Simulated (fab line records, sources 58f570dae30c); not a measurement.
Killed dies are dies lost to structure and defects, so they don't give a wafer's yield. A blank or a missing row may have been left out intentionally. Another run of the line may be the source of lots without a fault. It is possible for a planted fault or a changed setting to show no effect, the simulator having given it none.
A single fault, viewed from 2 desks + flow berkeley-cmos170 + each desk has only its own numbers; what lay behind them comes last

## TOOL OWNER'S DESK, rie-diel-03
The tool's own readings at UCB170_M1_ETCH_11 (etches BARC in N2/H2): means of the sampled wafers that have a number, for each lot that ran on this tool. Any lot whose mean is over 4 standard deviations away from the usual mean is out of limits and marked OUT; that distance is given in the brackets.
Columns: A = drypump-motor-current-A at UCB170_M1_ETCH_11, usual 5.5 A; B = oes-product-au at UCB170_M1_ETCH_11, usual 1.004 a.u.; C = throttle-valve-pct at UCB170_M1_ETCH_11, usual 13.38 %
| lot  | first seen here | A   | B     | C     |
|------|-----------------|-----|-------|-------|
| L580 | day 11 02:12    | 5.5 | 0.996 | 13.29 |
| L582 | day 11 04:50    | 5.5 | 1.062 | 13.29 |
| L584 | day 11 21:47    | 5.3 | 1.064 | 13.41 |
This desk's finding: nothing out of limits on any of the 3 lots.

## AT THE METROLOGY DESK
What the gauges read for every lot (on any tool): the sampled wafers with a number, averaged. Any lot whose mean is over 4 standard deviations away from the usual mean is out of limits and marked OUT; that distance is given in the brackets.
Columns: A = M1_AL_RS at UCB170_M1_RS_MEAS_01, usual 0.0485 ohm/sq; B = M1_AL_THK at UCB170_M1_THK_MEAS_02, usual 607 nm; C = cd-nm at UCB170_M1_CD_MEAS_09, usual 700.0 nm; D = M1_OVL at UCB170_M1_OVL_MEAS_10, usual 2 nm
| lot  | first seen here | A      | B   | C     | D  |
|------|-----------------|--------|-----|-------|----|
| L571 | day 9 12:33     | 0.0487 | 608 | 700.3 | 1  |
| L580 | day 11 00:52    | 0.0486 | 607 | 700.1 | 0  |
| L582 | day 11 03:40    | 0.0486 | 605 | 700.6 | 4  |
| L584 | day 11 19:49    | 0.0486 | 605 | 700.0 | 7  |
| L586 | day 12 04:31    | 0.0485 | 610 | 700.8 | 1  |
| L590 | day 12 08:16    | 0.0484 | 611 | 700.2 | -0 |
This desk's finding: nothing out of limits on any of the 6 lots.

## PUT TOGETHER
The desk of the tool owner found nothing out of limits.
From the metrology desk's view, nothing was out of limits.

## WHAT THE SIMULATOR PUT IN
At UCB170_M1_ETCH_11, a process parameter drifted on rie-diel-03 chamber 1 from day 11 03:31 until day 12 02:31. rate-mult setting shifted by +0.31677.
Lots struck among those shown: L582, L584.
